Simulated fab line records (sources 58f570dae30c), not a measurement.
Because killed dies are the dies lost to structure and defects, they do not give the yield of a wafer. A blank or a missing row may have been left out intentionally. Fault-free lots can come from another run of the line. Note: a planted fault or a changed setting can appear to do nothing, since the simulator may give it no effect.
Which of the tools did it? + flow berkeley_cmos170 + Sampling: 13 lots, 39 wafers, 5 of 331 route steps

WHAT EACH GAUGE READ, for each wafer
UCB170_V2_CD_MEAS_90: the cd target is 700 nm.
| lot  | measured     | on        | cd_nm (nm)        |
|------|--------------|-----------|-------------------|
| L763 | day 9 00:22  | cd_sem-02 | 699.1 703.2 702.8 |
| L764 | day 9 08:24  | cd_sem-02 | 702.8 700.0 702.2 |
| L767 | day 9 12:37  | cd_sem-01 | 701.2 698.3 700.1 |
| L765 | day 9 13:20  | cd_sem-02 | 699.7 697.8 697.8 |
| L766 | day 9 15:58  | cd_sem-02 | 699.9 700.5 699.2 |
| L772 | day 10 13:18 | cd_sem-02 | 695.3 699.8 698.9 |
| L773 | day 10 22:59 | cd_sem-02 | 700.5 698.1 698.0 |
| L776 | day 11 14:34 | cd_sem-01 | 699.5 697.3 699.7 |
| L781 | day 12 15:38 | cd_sem-02 | 702.6 699.5 701.6 |
| L783 | day 12 19:39 | cd_sem-02 | 703.6 699.9 700.7 |
| L784 | day 13 11:06 | cd_sem-02 | 700.8 698.3 698.4 |
| L785 | day 13 11:54 | cd_sem-02 | 701.1 699.5 702.1 |
| L786 | day 14 05:35 | cd_sem-02 | 699.7 698.9 700.2 |

UCB170_M3_RS_MEAS_02: uses a four-point probe to measure.
| lot  | measured     | on            | M3_AL_RS (ohm/sq)    |
|------|--------------|---------------|----------------------|
| L763 | day 9 00:38  | film_metro-04 | 0.0326 0.0327 0.0325 |
| L764 | day 9 08:40  | film_metro-02 | 0.0326 0.0321 0.0321 |
| L767 | day 9 12:53  | film_metro-04 | 0.0324 0.0326 0.0315 |
| L765 | day 9 13:37  | film_metro-02 | 0.0324 0.0319 0.0327 |
| L766 | day 9 16:14  | film_metro-02 | 0.0326 0.0324 0.0319 |
| L772 | day 10 13:34 | film_metro-02 | 0.0318 0.0328 0.0316 |
| L773 | day 10 23:16 | film_metro-04 | 0.0325 0.0325 0.0315 |
| L776 | day 11 14:50 | film_metro-02 | 0.0324 0.0325 0.0344 |
| L781 | day 12 15:54 | film_metro-04 | 0.0327 0.0319 0.0319 |
| L783 | day 12 19:55 | film_metro-02 | 0.0318 0.0322 0.0319 |
| L784 | day 13 11:22 | film_metro-03 | 0.0325 0.0319 0.0321 |
| L785 | day 13 12:10 | film_metro-04 | 0.0325 0.0320 0.0319 |
| L786 | day 14 05:52 | film_metro-04 | 0.0323 0.0318 0.0321 |

UCB170_M3_THK_MEAS_03: measures by xrf.
| lot  | measured     | on            | M3_AL_THK (nm) |
|------|--------------|---------------|----------------|
| L763 | day 9 00:45  | film_metro-04 | 874 872 883    |
| L764 | day 9 08:47  | film_metro-02 | 880 893 895    |
| L767 | day 9 12:59  | film_metro-04 | 881 875 908    |
| L765 | day 9 13:44  | film_metro-02 | 891 898 879    |
| L766 | day 9 16:21  | film_metro-02 | 884 889 905    |
| L772 | day 10 13:41 | film_metro-02 | 902 868 906    |
| L773 | day 10 23:23 | film_metro-04 | 879 877 898    |
| L776 | day 11 14:56 | film_metro-02 | 879 875 835    |
| L781 | day 12 16:01 | film_metro-04 | 879 903 898    |
| L783 | day 12 20:02 | film_metro-02 | 899 889 905    |
| L784 | day 13 11:29 | film_metro-03 | 882 902 893    |
| L785 | day 13 12:17 | film_metro-04 | 880 893 892    |
| L786 | day 14 05:59 | film_metro-04 | 883 900 884    |

TOOL THAT RAN EACH LOT (tool first, then ch and the chambers of the sampled wafers, then the start)
| lot  | UCB170_V2_STRIP_15                   | UCB170_M3_SPUTTER_01         |
|------|--------------------------------------|------------------------------|
| L763 | plasma_asher-03 ch 0,1, day 9 00:15  | pvd_sputter-04, day 9 00:32  |
| L764 | plasma_asher-01 ch 0,1, day 9 08:17  | pvd_sputter-01, day 9 08:34  |
| L767 | plasma_asher-03 ch 0,1, day 9 12:31  | pvd_sputter-02, day 9 12:46  |
| L765 | plasma_asher-01 ch 0,1, day 9 13:14  | pvd_sputter-01, day 9 13:32  |
| L766 | plasma_asher-04 ch 0,1, day 9 15:51  | pvd_sputter-02, day 9 16:08  |
| L772 | plasma_asher-04 ch 0, day 10 13:11   | pvd_sputter-02, day 10 13:28 |
| L773 | plasma_asher-04 ch 0,1, day 10 22:53 | pvd_sputter-01, day 10 23:10 |
| L776 | plasma_asher-04 ch 0,1, day 11 14:24 | pvd_sputter-02, day 11 14:44 |
| L781 | plasma_asher-04 ch 0,1, day 12 15:32 | pvd_sputter-01, day 12 15:49 |
| L783 | plasma_asher-03 ch 0,1, day 12 19:32 | pvd_sputter-01, day 12 19:49 |
| L784 | plasma_asher-01 ch 0,1, day 13 11:00 | pvd_sputter-04, day 13 11:17 |
| L785 | plasma_asher-01 ch 0,1, day 13 11:48 | pvd_sputter-01, day 13 12:05 |
| L786 | plasma_asher-01 ch 0,1, day 14 05:29 | pvd_sputter-04, day 14 05:47 |
- UCB170_V2_STRIP_15: strips in O2.
- UCB170_M3_SPUTTER_01: material Al, target thk 900 nm, time 120 s.

WHAT THE TOOLS THEMSELVES READ (means of the sampled wafers that have a number; where no wafer has one, the mark that the record gives instead)
UCB170_V2_STRIP_15.
| lot  | tool            | chamber_pressure_mTorr (mTorr) | drypump_motor_current_A (A) | oes_product_au (a.u.) | strip_time_to_endpoint_s (s) |
|------|-----------------|--------------------------------|-----------------------------|-----------------------|------------------------------|
| L763 | plasma_asher-03 | 3497.3                         | 6.0                         | 0.718                 | 15.37                        |
| L764 | plasma_asher-01 | 3502.5                         | 5.3                         | 0.720                 | 15.20                        |
| L767 | plasma_asher-03 | 3497.6                         | 5.9                         | 0.721                 | 15.27                        |
| L765 | plasma_asher-01 | 3501.1                         | 5.3                         | 0.722                 | 15.22                        |
| L766 | plasma_asher-04 | 3500.4                         | 5.2                         | 0.722                 | 15.40                        |
| L772 | plasma_asher-04 | 3499.0                         | 5.1                         | 0.724                 | 15.37                        |
| L773 | plasma_asher-04 | 3500.5                         | 5.1                         | 0.722                 | 15.24                        |
| L776 | plasma_asher-04 | 3500.0                         | 5.2                         | 0.724                 | 15.23                        |
| L781 | plasma_asher-04 | 3499.3                         | 5.2                         | 0.719                 | 15.32                        |
| L783 | plasma_asher-03 | 3501.9                         | 6.0                         | 0.720                 | 15.25                        |
| L784 | plasma_asher-01 | 3498.4                         | 5.4                         | 0.724                 | 15.23                        |
| L785 | plasma_asher-01 | 3498.2                         | 5.3                         | 0.722                 | 15.24                        |
| L786 | plasma_asher-01 | 3499.6                         | 5.3                         | 0.721                 | 15.29                        |

UCB170_M3_SPUTTER_01.
| lot  | tool           | throttle_valve_pct (%) |
|------|----------------|------------------------|
| L763 | pvd_sputter-04 | 30.9                   |
| L764 | pvd_sputter-01 | 30.8                   |
| L767 | pvd_sputter-02 | 29.9                   |
| L765 | pvd_sputter-01 | 30.7                   |
| L766 | pvd_sputter-02 | 30.3                   |
| L772 | pvd_sputter-02 | 30.6                   |
| L773 | pvd_sputter-01 | 30.2                   |
| L776 | pvd_sputter-02 | 30.1                   |
| L781 | pvd_sputter-01 | 30.2                   |
| L783 | pvd_sputter-01 | 30.1                   |
| L784 | pvd_sputter-04 | 31.0                   |
| L785 | pvd_sputter-01 | 30.5                   |
| L786 | pvd_sputter-04 | 31.7                   |

THE ANSWER, worked out from the rows above alone
Rule: what is usual is taken from the lots themselves. The widest of any qualifying gaps counts: lots, ordered by their means at a reading, are off when they make up no more than a third of the lots, leave a main group of 4 or more, and stand apart from it by 3 or more times the standard deviation of that group's means. A main group whose means are all the same, to the digits that the tables above print for the reading, isn't used. Also off: a lot with no number at a reading for which 4 or more lots have one. Any other lot the step has rows for is counted as sound. After the gauges, taken in route order, come the tools' own readings; for these a lot's mean is taken, as printed above. At the first step where some lot is off, the reading lying furthest off is the one used; lots without a number count as furthest.
Off: L776, seen at UCB170_M3_RS_MEAS_02 (M3_AL_RS). For the main group the mean is 0.0322 ohm/sq and the standard deviation 0.00016.
If a tool, at a process step before that reading, ran all the lots that are off and no sound lot after the first of them, it fits. Gauges at UCB170_M3_RS_MEAS_02: tried the same way as those tools. One fits: pvd_sputter-02 at UCB170_M3_SPUTTER_01. A fault onset in the window from L772 (day 10 13:28, its last sound lot) to L776 (day 11 14:44, its first lot off) fits.

WHAT THE SIMULATOR HAD PUT IN
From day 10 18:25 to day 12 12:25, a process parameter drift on pvd_sputter-02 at UCB170_M3_SPUTTER_01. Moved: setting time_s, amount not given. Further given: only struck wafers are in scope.
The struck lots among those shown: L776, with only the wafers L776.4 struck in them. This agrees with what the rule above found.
